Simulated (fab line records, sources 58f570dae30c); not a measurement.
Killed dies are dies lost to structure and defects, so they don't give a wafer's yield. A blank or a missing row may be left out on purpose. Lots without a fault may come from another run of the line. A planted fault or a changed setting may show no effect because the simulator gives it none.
Split-lot experiment | flow berkeley_cmos170 | 5 lots, 27 wafers read, on a route of 331 steps

THE SPLIT
At UCB170_START_OXIDATION_02 (target thk 20 nm, ox time 1800 s), the setting ox_time_s was moved away from the recipe's 1800 s on 24 of the 27 wafers read, by -45.7% to +26.6%. The other wafers ran this setting at the recipe's value.

The file shows no step between the split and the reading.

THE READING
START_OXIDE_THK, in nm, at UCB170_START_THK_MEAS_03. Fault-free wafers of this fab line usually give 19.9 nm, standard deviation 0.4 nm.

wafer  | tool, chamber at the split | ox_time_s as run, s | against the recipe | START_OXIDE_THK, nm | against lot-mates on the recipe
L076.1 | -, -                       | 1125                | -37.5%             | 15.0                | no lot-mate on the recipe
L076.2 | -, -                       | 1125                | -37.5%             | 14.8                | no lot-mate on the recipe
L076.3 | -, -                       | 1125                | -37.5%             | 15.3                | no lot-mate on the recipe
L076.4 | -, -                       | 1125                | -37.5%             | 15.2                | no lot-mate on the recipe
L076.5 | -, -                       | 1125                | -37.5%             | 15.2                | no lot-mate on the recipe
L076.6 | -, -                       | 1125                | -37.5%             | 15.2                | no lot-mate on the recipe
L077.1 | furnace-04, 0              | 1800                | recipe             | 20.4                | -
L077.2 | furnace-04, 0              | 1800                | recipe             | 20.3                | -
L077.6 | furnace-04, 0              | 1800                | recipe             | 20.3                | -
L080.1 | -, -                       | 2279                | +26.6%             | 22.7                | no lot-mate on the recipe
L080.2 | -, -                       | 2279                | +26.6%             | 22.5                | no lot-mate on the recipe
L080.3 | -, -                       | 2279                | +26.6%             | 22.7                | no lot-mate on the recipe
L080.4 | -, -                       | 2279                | +26.6%             | 22.4                | no lot-mate on the recipe
L080.5 | -, -                       | 2279                | +26.6%             | 22.6                | no lot-mate on the recipe
L080.6 | -, -                       | 2279                | +26.6%             | 22.4                | no lot-mate on the recipe
L083.1 | -, -                       | 1154                | -35.9%             | 14.4                | no lot-mate on the recipe
L083.2 | -, -                       | 1154                | -35.9%             | 14.4                | no lot-mate on the recipe
L083.3 | -, -                       | 1154                | -35.9%             | 14.6                | no lot-mate on the recipe
L083.4 | -, -                       | 1154                | -35.9%             | 14.6                | no lot-mate on the recipe
L083.5 | -, -                       | 1154                | -35.9%             | 14.8                | no lot-mate on the recipe
L083.6 | -, -                       | 1154                | -35.9%             | 14.4                | no lot-mate on the recipe
L085.1 | -, -                       | 976.6               | -45.7%             | 12.9                | no lot-mate on the recipe
L085.2 | -, -                       | 976.6               | -45.7%             | 13.0                | no lot-mate on the recipe
L085.3 | -, -                       | 976.6               | -45.7%             | 12.8                | no lot-mate on the recipe
L085.4 | -, -                       | 976.6               | -45.7%             | 12.8                | no lot-mate on the recipe
L085.5 | -, -                       | 976.6               | -45.7%             | 12.8                | no lot-mate on the recipe
L085.6 | -, -                       | 976.6               | -45.7%             | 12.8                | no lot-mate on the recipe

THE FIT
A straight line over all 27 wafers: START_OXIDE_THK changes by +0.131 nm for each +1% of ox_time_s; r = +0.99; the points scatter about the line by 0.57 nm.
Too few moved wafers have a lot-mate on the recipe to fit a line with each lot's own level taken away.

THE WHOLE CHAIN: every reading that the file lists as answering this split, in the file's order
step                      | what it does                     | reading                                                                            | change (the file's fit)               | r (the file's)
UCB170_START_OXIDATION_02 | target thk 20 nm, ox time 1800 s | SiO2_of_START_OXIDATION_02.thk_nm (the simulator's own value, which no gauge read) | +0.131 nm for each +1% of the setting | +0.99
UCB170_START_THK_MEAS_03  |                                  | START_OXIDE_THK                                                                    | +0.131 for each +1% of the setting    | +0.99

THE FILE'S OWN FIT
START_OXIDE_THK changes by +0.131 nm for each +1% of ox_time_s, r = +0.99.
